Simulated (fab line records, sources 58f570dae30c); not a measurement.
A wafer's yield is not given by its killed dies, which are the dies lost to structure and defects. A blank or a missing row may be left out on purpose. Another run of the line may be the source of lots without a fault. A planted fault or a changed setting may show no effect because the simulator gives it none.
The tool behind it: which one? + flow berkeley_cmos170 + 14 lots with 42 wafers sampled at 4 steps, on a route of 331 steps

WHAT THE GAUGES READ, wafer by wafer
UCB170_M3_CD_MEAS_90: target cd 700 nm. Usual: 699 nm for cd_nm, sd 3.8.
| lot  | measured     | on        | cd_nm (nm)  | flag |
|------|--------------|-----------|-------------|------|
| L166 | day 8 04:52  | cd_sem-01 | 699 699 702 |      |
| L167 | day 8 04:05  | cd_sem-01 | 699 705 700 |      |
| L169 | day 8 08:21  | cd_sem-02 | 700 697 697 |      |
| L168 | day 8 07:01  | cd_sem-01 | 692 693 700 |      |
| L170 | day 8 14:36  | cd_sem-01 | 694 703 703 |      |
| L175 | day 9 16:35  | cd_sem-01 | 704 698 700 |      |
| L176 | day 9 16:53  | cd_sem-01 | 697 696 705 |      |
| L179 | day 10 10:08 | cd_sem-01 | 697 697 703 |      |
| L180 | day 10 09:31 | cd_sem-02 | 698 698 700 |      |
| L182 | day 11 06:08 | cd_sem-02 | 693 700 691 |      |
| L185 | day 12 01:23 | cd_sem-02 | 694 699 698 |      |
| L187 | day 12 01:17 | cd_sem-01 | 703 695 693 |      |
| L188 | day 12 01:03 | cd_sem-01 | 699 694 694 |      |
| L189 | day 12 01:41 | cd_sem-02 | 697 704 700 |      |

TOOL THAT RAN EACH LOT (tool first, then ch and the chambers of the sampled wafers, then the start)
| lot  | UCB170_NWELL_STRIP_15               | UCB170_M1_SPUTTER_00         | UCB170_M1_STRIP_13                   |
|------|-------------------------------------|------------------------------|--------------------------------------|
| L166 | plasma_asher-01 ch 0,1, day 2 11:54 | pvd_sputter-01, day 7 13:51  | plasma_asher-01 ch 0,1, day 7 15:16  |
| L167 | plasma_asher-03 ch 0, day 2 15:22   | pvd_sputter-02, day 7 11:21  | plasma_asher-01 ch 0,1, day 7 13:06  |
| L169 | plasma_asher-03 ch 0,1, day 2 18:31 | pvd_sputter-02, day 7 14:12  | plasma_asher-02 ch 0,1, day 7 16:01  |
| L168 | plasma_asher-04 ch 0, day 2 18:48   | pvd_sputter-03, day 7 14:12  | plasma_asher-03 ch 0,1, day 7 15:44  |
| L170 | plasma_asher-01 ch 0,1, day 2 19:55 | pvd_sputter-02, day 7 19:06  | plasma_asher-01 ch 0,1, day 7 20:58  |
| L175 | plasma_asher-04 ch 0,1, day 4 02:45 | pvd_sputter-03, day 8 19:03  | plasma_asher-02 ch 0,1, day 8 20:47  |
| L176 | plasma_asher-03 ch 0,1, day 4 10:50 | pvd_sputter-02, day 8 19:32  | plasma_asher-01 ch 0,1, day 8 21:18  |
| L179 | plasma_asher-03 ch 0,1, day 4 20:53 | pvd_sputter-03, day 9 16:18  | plasma_asher-02 ch 0,1, day 9 17:52  |
| L180 | plasma_asher-03 ch 0,1, day 5 02:52 | pvd_sputter-02, day 9 15:29  | plasma_asher-01 ch 0,1, day 9 17:26  |
| L182 | plasma_asher-01 ch 0, day 5 16:32   | pvd_sputter-03, day 10 14:30 | plasma_asher-02 ch 0,1, day 10 17:18 |
| L185 | plasma_asher-01 ch 0,1, day 6 11:05 | pvd_sputter-01, day 11 00:59 | plasma_asher-02 ch 0,1, day 11 02:34 |
| L187 | plasma_asher-01 ch 0,1, day 6 17:38 | pvd_sputter-03, day 11 00:06 | plasma_asher-01 ch 0,1, day 11 01:37 |
| L188 | plasma_asher-04 ch 0,1, day 6 17:56 | pvd_sputter-03, day 11 02:23 | plasma_asher-01 ch 0,1, day 11 04:02 |
| L189 | plasma_asher-01 ch 0,1, day 6 23:09 | pvd_sputter-03, day 11 04:07 | plasma_asher-02 ch 0,1, day 11 05:39 |
- UCB170_NWELL_STRIP_15: strips in O2.
- UCB170_M1_SPUTTER_00: material Al, target thk 600 nm, time 80 s.
- UCB170_M1_STRIP_13: strips in O2.

WHAT THE TOOLS THEMSELVES READ (means of the sampled wafers that have a number; where no wafer has one, the mark that the record gives instead)
UCB170_NWELL_STRIP_15. Usual: drypump_motor_current_A 5.7 A, standard deviation 0.38; oes_product_au 0.721 a.u., standard deviation 0.0047; strip_time_to_endpoint_s 17.99 s, standard deviation 0.079.
| lot  | tool            | drypump_motor_current_A (A) | oes_product_au (a.u.) | strip_time_to_endpoint_s (s) | flag |
|------|-----------------|-----------------------------|-----------------------|------------------------------|------|
| L166 | plasma_asher-01 | 5.3                         | 0.721                 | 18.03                        |      |
| L167 | plasma_asher-03 | 5.7                         | 0.722                 | 18.02                        |      |
| L169 | plasma_asher-03 | 5.8                         | 0.722                 | 18.04                        |      |
| L168 | plasma_asher-04 | 6.0                         | 0.723                 | 17.98                        |      |
| L170 | plasma_asher-01 | 5.6                         | 0.718                 | 17.92                        |      |
| L175 | plasma_asher-04 | 6.1                         | 0.721                 | 18.02                        |      |
| L176 | plasma_asher-03 | 5.8                         | 0.718                 | 17.97                        |      |
| L179 | plasma_asher-03 | 5.8                         | 0.722                 | 18.01                        |      |
| L180 | plasma_asher-03 | 5.8                         | 0.716                 | 18.01                        |      |
| L182 | plasma_asher-01 | 5.1                         | 0.720                 | 18.13                        |      |
| L185 | plasma_asher-01 | 5.3                         | 0.724                 | 17.99                        |      |
| L187 | plasma_asher-01 | 5.6                         | 0.716                 | 18.03                        |      |
| L188 | plasma_asher-04 | 6.1                         | 0.719                 | 18.04                        |      |
| L189 | plasma_asher-01 | 5.6                         | 0.719                 | 18.06                        |      |

UCB170_M1_SPUTTER_00. Usual: 30.3 % for throttle_valve_pct, sd 1.1.
| lot  | tool           | throttle_valve_pct (%) | flag |
|------|----------------|------------------------|------|
| L166 | pvd_sputter-01 | 29.9                   |      |
| L167 | pvd_sputter-02 | 32.0                   |      |
| L169 | pvd_sputter-02 | 30.5                   |      |
| L168 | pvd_sputter-03 | 29.3                   |      |
| L170 | pvd_sputter-02 | 32.2                   |      |
| L175 | pvd_sputter-03 | 29.8                   |      |
| L176 | pvd_sputter-02 | 31.4                   |      |
| L179 | pvd_sputter-03 | 29.2                   |      |
| L180 | pvd_sputter-02 | 31.6                   |      |
| L182 | pvd_sputter-03 | 29.5                   |      |
| L185 | pvd_sputter-01 | 29.8                   |      |
| L187 | pvd_sputter-03 | 29.6                   |      |
| L188 | pvd_sputter-03 | 29.7                   |      |
| L189 | pvd_sputter-03 | 29.3                   |      |

UCB170_M1_STRIP_13. Usual: drypump_motor_current_A 5.7 A, standard deviation 0.37; oes_product_au 0.720 a.u., standard deviation 0.0046.
| lot  | tool            | drypump_motor_current_A (A) | oes_product_au (a.u.) | flag |
|------|-----------------|-----------------------------|-----------------------|------|
| L166 | plasma_asher-01 | 5.6                         | 0.720                 |      |
| L167 | plasma_asher-01 | 5.6                         | 0.718                 |      |
| L169 | plasma_asher-02 | 5.8                         | 0.721                 |      |
| L168 | plasma_asher-03 | 5.8                         | 0.723                 |      |
| L170 | plasma_asher-01 | 5.3                         | 0.720                 |      |
| L175 | plasma_asher-02 | 6.0                         | 0.716                 |      |
| L176 | plasma_asher-01 | 5.3                         | 0.720                 |      |
| L179 | plasma_asher-02 | 6.0                         | 0.721                 |      |
| L180 | plasma_asher-01 | 5.6                         | 0.721                 |      |
| L182 | plasma_asher-02 | 5.8                         | 0.724                 |      |
| L185 | plasma_asher-02 | 5.8                         | 0.718                 |      |
| L187 | plasma_asher-01 | 5.3                         | 0.718                 |      |
| L188 | plasma_asher-01 | 5.6                         | 0.718                 |      |
| L189 | plasma_asher-02 | 6.0                         | 0.722                 |      |

THE ANSWER, worked out from the rows above alone
Rule: take the mean of a lot's wafers that have a number; if it is more than 3 standard deviations from the usual mean, the lot is off. Also off: a lot with no number at a reading for which 4 or more lots have one. All remaining lots with rows at the step are treated as sound. After the gauges, taken in route order, come the tools' own readings; for these a lot's mean is taken, as printed above. The first step at which some lot is off is used, and at that step the reading that is off furthest; a lot without a number counts as furthest.
None of the lots is off at any reading shown; this tells nothing.

WHAT HAD BEEN PUT IN BY THE SIMULATOR
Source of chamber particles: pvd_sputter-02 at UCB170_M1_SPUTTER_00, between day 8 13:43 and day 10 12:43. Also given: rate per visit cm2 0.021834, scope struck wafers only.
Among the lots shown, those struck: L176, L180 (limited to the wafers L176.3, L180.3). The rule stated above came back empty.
